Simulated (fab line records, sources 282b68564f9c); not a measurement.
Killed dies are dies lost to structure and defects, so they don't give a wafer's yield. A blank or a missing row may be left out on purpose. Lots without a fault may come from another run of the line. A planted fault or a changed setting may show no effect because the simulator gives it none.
fab line records | flow rit_cmos
record lots=15 wafers=45 last_day=8
route steps=202 shown PSD@151 CONTACT@169 M1@190
lots that met no fault: from a run of the same line without faults
start_h: hours from the record's first day to the start of the lot's first wafer shown | wait_h: hours since the lot's step before | " the same as in the row above | L1.1+2: a row that stands for several wafers | - no value, or no start given | * or withheld: withheld | < > ~ a bound
route shown NAME@n: a module of which the file shows steps, and the number in the route of the first | usual: mean/standard deviation of fault-free wafers | same: alike in all rows | chamber/n: place in a boat | sites: the reading at each site | _std_site: their standard deviation | _edge_site: outer sites' mean less inner sites' | radius_mm: how far each site lies from the wafer's centre | mask NAME#n: copy n | behind: the tool/chamber that last shaped the wafer | hold: why the lot was held/for how many hours/how that ended | device: the transistor (n, p or np) that didn't switch | end of line: the same wafers' tests at the end of the route | a step without rows: its recipe alone | killed: dies lost to structure and defects at the first sort, not the wafer's yield | map: a wafer's dies, x killed, . not, _ none there
set.NAME: the setting as run; set.NAME@STEP: as run at that earlier step | model.NAME: the simulator's own value behind a step, which no gauge read
steps of the route over a sample of lots; a table a step, a row a wafer
services: from which hour (start_h, from the record's first day; less than 0 if before it) a tool's chamber was out of use, for how many hours, and why
## steps
# step RIT_PSD_STRIP_09
# recipe chemistry=O2 time_s=180 resist=NOVOLAK platen_temp_c=withheld power_w=500 pressure_mtorr=4000 o2_flow_sccm=4000
# usual drypump_motor_current_A=5.70/0.26
# columns lot.wafer tool chamber start_h wait_h drypump_motor_current_A rf_hours_counter_h
L479.2 plasma_asher-01 1 66.50 0.1 5.66 24
L479.3 " 0 " " 5.63 -
L479.6 " 0 " " 5.62 -
L480.1 plasma_asher-01 0 76.08 0.1 5.64 25
L480.2 " 1 " " 5.68 25
L480.6 " 0 " " 5.62 -
L481.2 plasma_asher-01 0 77.85 0.1 5.63 25
L481.5 " 0 " " 5.65 -
L481.6 " 1 " " 5.64 -
L488.1 plasma_asher-02 0 119.49 0.1 6.06 0
L488.4 " 0 " " 6.07 -
L488.6 " 0 " " 6.05 -
L489.1 plasma_asher-03 1 121.47 0.1 5.66 48
L489.4 " 1 " " 5.68 -
L489.5 " 0 " " 5.99 -
L490.2 plasma_asher-02 0 125.69 0.1 6.06 1
L490.5 " 1 " " 5.22 -
L490.6 " 0 " " 6.08 -
L491.3 plasma_asher-03 1 135.95 0.1 5.66 -
L491.4 " 0 " " 6.04 -
L491.5 " 1 " " 5.65 -
L492.2 plasma_asher-02 0 138.44 0.1 6.06 2
L492.4 " 0 " " 6.07 -
L492.6 " 1 " " 5.22 -
L494.1 plasma_asher-03 1 142.30 0.1 5.67 51
L494.3 " 1 " " 5.67 -
L494.5 " 1 " " 5.68 -
L493.3 plasma_asher-03 1 149.19 0.1 5.67 -
L493.4 " 0 " " 5.99 -
L493.6 " 1 " " 5.67 -
L495.3 plasma_asher-01 1 150.81 0.1 5.67 -
L495.5 " 1 " " 5.64 -
L495.6 " 0 " " 5.63 -
L496.2 plasma_asher-01 0 155.77 0.1 5.64 34
L496.3 " 1 " " 5.65 -
L496.5 " 0 " " 5.64 -
L497.4 plasma_asher-01 1 164.46 0.1 5.63 -
L497.5 " 0 " " 5.64 -
L497.6 " 1 " " 5.62 -
L498.1 plasma_asher-03 1 170.17 0.1 5.66 53
L498.3 " 1 " " 5.66 -
L498.6 " 1 " " 5.66 -
L499.3 plasma_asher-02 0 172.44 0.1 6.05 -
L499.4 " 1 " " 5.23 -
L499.6 " 1 " " 5.22 -
# step RIT_CONTACT_THK_MEAS_01
# recipe reads=SiO2_of_CONTACT_CVD_00
# usual CONTACT_TEOS_THK=401/5.3
# columns lot.wafer tool chamber start_h wait_h CONTACT_TEOS_THK[nm]
L479.2 film_metro-04 - 68.21 0.0 395
L479.3 " - " " 400
L479.6 " - " " 405
L480.1 film_metro-04 - 77.92 0.0 394
L480.2 " - " " 395
L480.6 " - " " 402
L481.2 film_metro-03 - 79.64 0.0 398
L481.5 " - " " 401
L481.6 " - " " 410
L488.1 film_metro-04 - 121.20 0.0 403
L488.4 " - " " 410
L488.6 " - " " 401
L489.1 film_metro-02 - 123.19 0.0 400
L489.4 " - " " 405
L489.5 " - " " 400
L490.2 film_metro-03 - 127.41 0.0 400
L490.5 " - " " 409
L490.6 " - " " 400
L491.3 film_metro-02 - 137.66 0.0 393
L491.4 " - " " 402
L491.5 " - " " 400
L492.2 film_metro-04 - 140.17 0.0 395
L492.4 " - " " 402
L492.6 " - " " 405
L494.1 film_metro-04 - 144.01 0.0 389
L494.3 " - " " 396
L494.5 " - " " 403
L493.3 film_metro-04 - 150.88 0.0 401
L493.4 " - " " 407
L493.6 " - " " 406
L495.3 film_metro-03 - 152.51 0.0 386
L495.5 " - " " 397
L495.6 " - " " 399
L496.2 film_metro-03 - 157.53 0.0 393
L496.3 " - " " 392
L496.5 " - " " 397
L497.4 film_metro-04 - 166.15 0.0 407
L497.5 " - " " 404
L497.6 " - " " 395
L498.1 film_metro-03 - 171.88 0.0 398
L498.3 " - " " 395
L498.6 " - " " 403
L499.3 film_metro-03 - 174.11 0.0 405
L499.4 " - " " 406
L499.6 " - " " 408
# step RIT_M1_EXPOSE_06
# recipe mask_id=M12 na=0.6 source_shape=conventional sigma_outer=0.5 target_cd_nm=2600 dose_mj=250
# usual exposure_dose_mJ_cm2=250.00/0.26 focus_offset_nm=0.0/0.47 reticle_temp_C=23.00/0.11
# columns lot.wafer tool chamber start_h wait_h mask exposure_dose_mJ_cm2 focus_offset_nm reticle_temp_C
L479.2 iline_stepper-01 - 71.32 0.1 M12#0 - - -
L479.3 " - " " M12#0 - - -
L479.6 " - " " M12#0 - - -
L480.1 iline_stepper-02 - 81.25 0.2 M12#0 - - -
L480.2 " - " " M12#0 - - -
L480.6 " - " " M12#0 - - -
L481.2 iline_stepper-02 - 82.87 0.1 M12#0 - - -
L481.5 " - " " M12#0 - - -
L481.6 " - " " M12#0 - - -
L488.1 iline_stepper-01 0 124.55 0.2 M12#0 250.32 -0.6 22.93
L488.4 " 0 " " M12#0 250.06 -0.6 23.04
L488.6 " 0 " " M12#0 250.20 -0.4 22.83
L489.1 iline_stepper-01 0 126.29 0.1 M12#0 250.18 0.7 23.06
L489.4 " 0 " " M12#0 250.07 0.2 22.93
L489.5 " 0 " " M12#0 250.13 -0.2 23.05
L490.2 iline_stepper-01 0 130.55 0.1 M12#0 250.06 -0.3 23.12
L490.5 " 0 " " M12#0 250.43 0.0 23.26
L490.6 " 0 " " M12#0 250.34 0.2 23.11
L491.3 iline_stepper-01 0 141.01 0.1 M12#0 249.88 0.1 23.19
L491.4 " 0 " " M12#0 249.82 0.9 23.18
L491.5 " 0 " " M12#0 249.86 0.0 23.29
L492.2 iline_stepper-01 0 143.60 0.1 M12#0 250.15 0.0 22.93
L492.4 " 0 " " M12#0 250.14 0.0 23.02
L492.6 " 0 " " M12#0 250.12 0.4 23.09
L494.1 iline_stepper-02 0 147.30 0.2 M12#0 250.04 -0.7 23.13
L494.3 " 0 " " M12#0 249.91 0.2 22.96
L494.5 " 0 " " M12#0 249.85 0.0 23.04
L493.3 iline_stepper-02 0 154.13 0.1 M12#0 249.90 -0.3 22.96
L493.4 " 0 " " M12#0 250.37 -0.8 22.94
L493.6 " 0 " " M12#0 250.18 0.0 22.88
L495.3 iline_stepper-02 0 155.83 0.1 M12#0 249.87 0.0 22.76
L495.5 " 0 " " M12#0 250.00 0.0 22.84
L495.6 " 0 " " M12#0 250.03 -0.2 22.90
L496.2 iline_stepper-02 0 160.77 0.1 M12#0 249.98 0.0 22.91
L496.3 " 0 " " M12#0 250.40 -0.5 22.95
L496.5 " 0 " " M12#0 249.87 -0.3 23.09
L497.4 iline_stepper-01 0 169.73 0.2 M12#0 249.80 0.4 23.07
L497.5 " 0 " " M12#0 249.90 -0.2 23.03
L497.6 " 0 " " M12#0 249.90 0.6 22.92
L498.1 iline_stepper-02 0 175.17 0.2 M12#0 250.00 -0.5 23.12
L498.3 " 0 " " M12#0 249.76 -1.0 23.06
L498.6 " 0 " " M12#0 249.77 -0.7 23.20
L499.3 iline_stepper-01 0 177.36 0.2 M12#0 249.91 0.4 23.03
L499.4 " 0 " " M12#0 249.74 0.0 23.09
L499.6 " 0 " " M12#0 249.77 -0.1 23.06
# step RIT_M1_CD_MEAS_90
# recipe target_cd_nm=2600
# usual cd_nm=2599.7/2.1
# columns lot.wafer tool chamber start_h wait_h cd_nm
L479.2 cd_sem-02 - 72.69 0.1 -
L479.3 " - " " -
L479.6 " - " " -
L480.1 cd_sem-02 - 82.66 0.1 -
L480.2 " - " " -
L480.6 " - " " -
L481.2 cd_sem-01 - 84.22 0.1 -
L481.5 " - " " -
L481.6 " - " " -
L488.1 cd_sem-01 - 125.90 0.1 2599.4
L488.4 " - " " 2595.7
L488.6 " - " " 2601.6
L489.1 cd_sem-01 - 127.64 0.1 2603.4
L489.4 " - " " 2601.5
L489.5 " - " " 2600.4
L490.2 cd_sem-01 - 131.90 0.1 2599.7
L490.5 " - " " 2598.0
L490.6 " - " " 2603.5
L491.3 cd_sem-01 - 142.55 0.1 2598.9
L491.4 " - " " 2601.0
L491.5 " - " " 2599.2
L492.2 cd_sem-01 - 145.01 0.1 2602.8
L492.4 " - " " 2603.4
L492.6 " - " " 2603.4
L494.1 cd_sem-01 - 148.66 0.1 2601.3
L494.3 " - " " 2600.4
L494.5 " - " " 2600.3
L493.3 cd_sem-02 - 155.54 0.1 2598.1
L493.4 " - " " 2597.3
L493.6 " - " " 2599.1
L495.3 cd_sem-01 - 157.18 0.1 2600.7
L495.5 " - " " 2600.0
L495.6 " - " " 2602.6
L496.2 cd_sem-01 - 162.12 0.1 2597.3
L496.3 " - " " 2599.9
L496.5 " - " " 2599.3
L497.4 cd_sem-02 - 171.29 0.1 2598.6
L497.5 " - " " 2600.8
L497.6 " - " " 2599.3
L498.1 cd_sem-01 - 176.93 0.1 2596.6
L498.3 " - " " 2596.5
L498.6 " - " " 2598.1
L499.3 cd_sem-01 - 178.71 0.1 2598.2
L499.4 " - " " 2599.6
L499.6 " - " " 2600.9
## services
# columns tool chamber start_h hours kind
plasma_asher-01 - 50.84 2.4 repair
iline_stepper-02 - 59.77 14.4 repair
plasma_asher-03 - 92.75 3.4 repair
plasma_asher-01 - 102.78 0.8 repair
plasma_asher-02 - 108.75 9.0 pm
plasma_asher-02 0 108.75 9.0 vent_cycle
plasma_asher-02 1 108.75 9.0 vent_cycle
plasma_asher-02 0 117.75 - clean
plasma_asher-02 1 117.75 - clean
plasma_asher-03 - 150.50 1.7 repair
## key
first_sign step=RIT_M1_EXPOSE_06 reading=tool_record direction=missing
effect none on later readings
met_at RIT_M1_EXPOSE_06
struck_lots L479,L480,L481
later_rows_left_out L479.2,L479.3,L479.6,L480.1,L480.2,L480.6,L481.2,L481.5,L481.6
sort_left_out L479.2,L479.3,L479.6,L480.1,L480.2,L480.6,L481.2,L481.5,L481.6
not_acting_at RIT_PSD_STRIP_09,RIT_CONTACT_THK_MEAS_01,RIT_M1_CD_MEAS_90
fault kind=skipped_step_whole tool=iline_stepper-01,iline_stepper-02 chamber=- onset_h=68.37 steps=RIT_M1_EXPOSE_06 scope=struck_lots_only
# sort_left_out: the simulated sort isn't trusted on such a fault, so these wafers' sort isn't shown, and their yield isn't known
# later_rows_left_out: the simulator's readings of these wafers behind a module that went badly wrong aren't trusted and aren't shown, but for the sort
